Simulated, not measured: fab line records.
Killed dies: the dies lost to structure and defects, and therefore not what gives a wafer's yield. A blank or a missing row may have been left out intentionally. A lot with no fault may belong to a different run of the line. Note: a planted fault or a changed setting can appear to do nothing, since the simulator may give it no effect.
Struck lot and sound lot, side by side | flow berkeley cmos170 | 43 out of 331 route steps
Sound: wafers L314.1, L314.2, L314.6. The struck wafers were L325.2, L325.3, L325.5. The cause is named last.
Each step with rows lists, per side, the tool, then ch with its chambers, then its first start. Under that, the readings that differ: sound wafers | struck wafers | difference of the means | sigmas: that difference in standard deviations of wafers without a fault.
alike: words and numbers the same on both sides, and readings whose means are apart by under 2 such deviations; not compared: readings that were withheld, readings missing a value for some wafer, numbers with overlapping values and no deviation given by the record, and bounds like >300 which may hide the same value.
A row with sigmas, a row that says differs or no value, or rows on one side alone: a step with any of these is where the two part. When numbers do not overlap yet have no deviation, they are printed without sigmas and do not part them. A reading missing from all wafers of one side parts the sides only when that side holds two or more wafers.

UCB170_PLDD_STRIP_10: strips in O2.
  sound on plasma asher-01 ch 0,1, day 8 10:39; struck on plasma asher-01 ch 0,1, day 10 06:16
  alike: drypump motor current A, oes product au, strip time to endpoint s
  not compared: rf hours counter h
UCB170_PLDD_TW_MEAS_11:
  struck on film metro-03, day 10 06:23; sound on film metro-04, day 8 10:45
  reading | sound          | struck         | difference | sigmas
  PLDD_TW | 1007 1001 1008 | 1011 1016 1018 | +10        | +2
then, 7 steps without rows for these wafers: UCB170_PLDD_CLEAN_12 (cleans in SPM, time 600 s); UCB170_NLDD_HMDS_00 (prime time 60 s); UCB170_NLDD_COAT_01 (resist thk 900 nm); UCB170_NLDD_SOFTBAKE_02 (time 60 s); UCB170_NLDD_EXPOSE_03 (exposes mask NSELECT, target cd 1200 nm); UCB170_NLDD_PEB_04; UCB170_NLDD_DEVELOP_05 (develop time 45 s).
UCB170_NLDD_CD_MEAS_06: target cd 1200 nm.
  struck on cd sem-02, day 10 08:07; sound on cd sem-01, day 8 12:16
  alike: cd nm
UCB170_NLDD_OVL_MEAS_07:
  struck on overlay-02, day 10 08:13; sound on overlay-02, day 8 12:23
  alike: NLDD_OVL
after that, 1 step had no rows for these wafers: UCB170_NLDD_IMPLANT_08.
UCB170_NLDD_IMPLANT_09:
  sound on implanter-03 ch 0, day 8 12:34; struck on implanter-03 ch 0, day 10 08:25
  reading            | sound                     | struck                       | difference | sigmas
  dose ions cm2      | 4.996e+13 5.001e+13 5e+13 | 2.746e+13 2.75e+13 2.752e+13 | -2.250e+13 | -99 or more
  faraday current uA | 150 155 158               | 88 87 85                     | -68        | -19
then, 1 step without rows for these wafers: UCB170_NLDD_STRIP_10 (strips in O2).
UCB170_NLDD_TW_MEAS_11:
  struck on film metro-01, day 10 08:55; sound on film metro-04, day 8 12:49
  reading | sound          | struck         | difference | sigmas
  NLDD_TW | 2211 2215 2198 | 2087 2081 2093 | -121       | -9
  not compared: hold
UCB170_SPACER_CVD_00: deposits SiO2 from TEOS/O2, target thk 376 nm, time 47 s.
  sound on pecvd-04 ch 1,2, day 8 13:04; struck on pecvd-01 ch 0,1,2, day 10 11:18
  alike: heater power w, rf fwd power W
  not compared: since wet clean h
UCB170_SPACER_THK_MEAS_01:
  struck on film metro-02, day 10 11:22; sound on film metro-01, day 8 13:07
  alike: SPACER_TEOS_THK
then, 1 step without rows for these wafers: UCB170_SPACER_ANNEAL_02 (time 1800 s).
UCB170_SPACER_ETCHBACK_03: etches SiO2 in CHF3/CF4/Ar, stops on Si, target depth 376 nm, time 100 s.
  sound on rie diel-03 ch 1,2,3, day 8 19:01; struck on rie diel-04 ch 1,2, day 10 12:58
  alike: drypump motor current A, oes product au, rf fwd power W, throttle valve pct
  not compared: rf hours counter h
then, 6 steps without rows for these wafers: UCB170_PSD_HMDS_00 (prime time 60 s); UCB170_PSD_COAT_01 (resist thk 900 nm); UCB170_PSD_SOFTBAKE_02 (time 60 s); UCB170_PSD_EXPOSE_03 (exposes mask PSELECT MOD, target cd 1200 nm); UCB170_PSD_PEB_04; UCB170_PSD_DEVELOP_05 (develop time 45 s).
UCB170_PSD_CD_MEAS_06: target cd 1200 nm.
  struck on cd sem-01, day 10 14:33; sound on cd sem-02, day 8 20:38
  alike: cd nm
UCB170_PSD_OVL_MEAS_07:
  struck on overlay-02, day 10 14:40; sound on overlay-01, day 8 20:45
  alike: PSD_OVL
after that, 1 step had no rows for these wafers: UCB170_PSD_IMPLANT_08.
UCB170_PSD_STRIP_09: strips in O2.
  sound on plasma asher-04 ch 0,1, day 8 20:59; struck on plasma asher-03 ch 0,1, day 10 14:50
  alike: drypump motor current A, oes product au, strip time to endpoint s
  not compared: rf hours counter h
UCB170_PSD_TW_MEAS_10:
  struck on film metro-04, day 10 14:57; sound on film metro-04, day 8 21:05
  alike: PSD_TW
then, 7 steps without rows for these wafers: UCB170_PSD_CLEAN_11 (cleans in SPM, time 600 s); UCB170_NSD_HMDS_00 (prime time 60 s); UCB170_NSD_COAT_01 (resist thk 900 nm); UCB170_NSD_SOFTBAKE_02 (time 60 s); UCB170_NSD_EXPOSE_03 (exposes mask NSELECT MOD, target cd 1200 nm); UCB170_NSD_PEB_04; UCB170_NSD_DEVELOP_05 (develop time 45 s).
UCB170_NSD_CD_MEAS_06: target cd 1200 nm.
  struck on cd sem-01, day 10 16:34; sound on cd sem-01, day 9 01:04
  alike: cd nm
UCB170_NSD_OVL_MEAS_07:
  struck on overlay-01, day 10 16:40; sound on overlay-01, day 9 01:11
  alike: NSD_OVL
after that, 1 step had no rows for these wafers: UCB170_NSD_IMPLANT_08.
UCB170_NSD_STRIP_09: strips in O2.
  sound on plasma asher-02 ch 0,1, day 9 01:22; struck on plasma asher-02 ch 0,1, day 10 16:50
  alike: drypump motor current A, oes product au, strip time to endpoint s
  not compared: rf hours counter h
UCB170_SDANNEAL_RS_MEAS_05: measurement is done with a four-point probe.
  struck on film metro-01, day 10 18:59; sound on film metro-03, day 9 02:55
  reading          | sound             | struck            | difference | sigmas
  NLDD_RS (ohm/sq) | 615.3 614.3 614.7 | 729.9 729.0 728.4 | +114.3     | +67
  not compared: hold
UCB170_M3_PROBE_99:
  the record has rows for the sound wafers here (prober-01, day 10 04:07) and none for the struck ones

== WHERE THEY PART ==
First at UCB170_PLDD_TW_MEAS_11; last, within this record, at UCB170_M3_PROBE_99.

WHY: the cause the simulator had injected
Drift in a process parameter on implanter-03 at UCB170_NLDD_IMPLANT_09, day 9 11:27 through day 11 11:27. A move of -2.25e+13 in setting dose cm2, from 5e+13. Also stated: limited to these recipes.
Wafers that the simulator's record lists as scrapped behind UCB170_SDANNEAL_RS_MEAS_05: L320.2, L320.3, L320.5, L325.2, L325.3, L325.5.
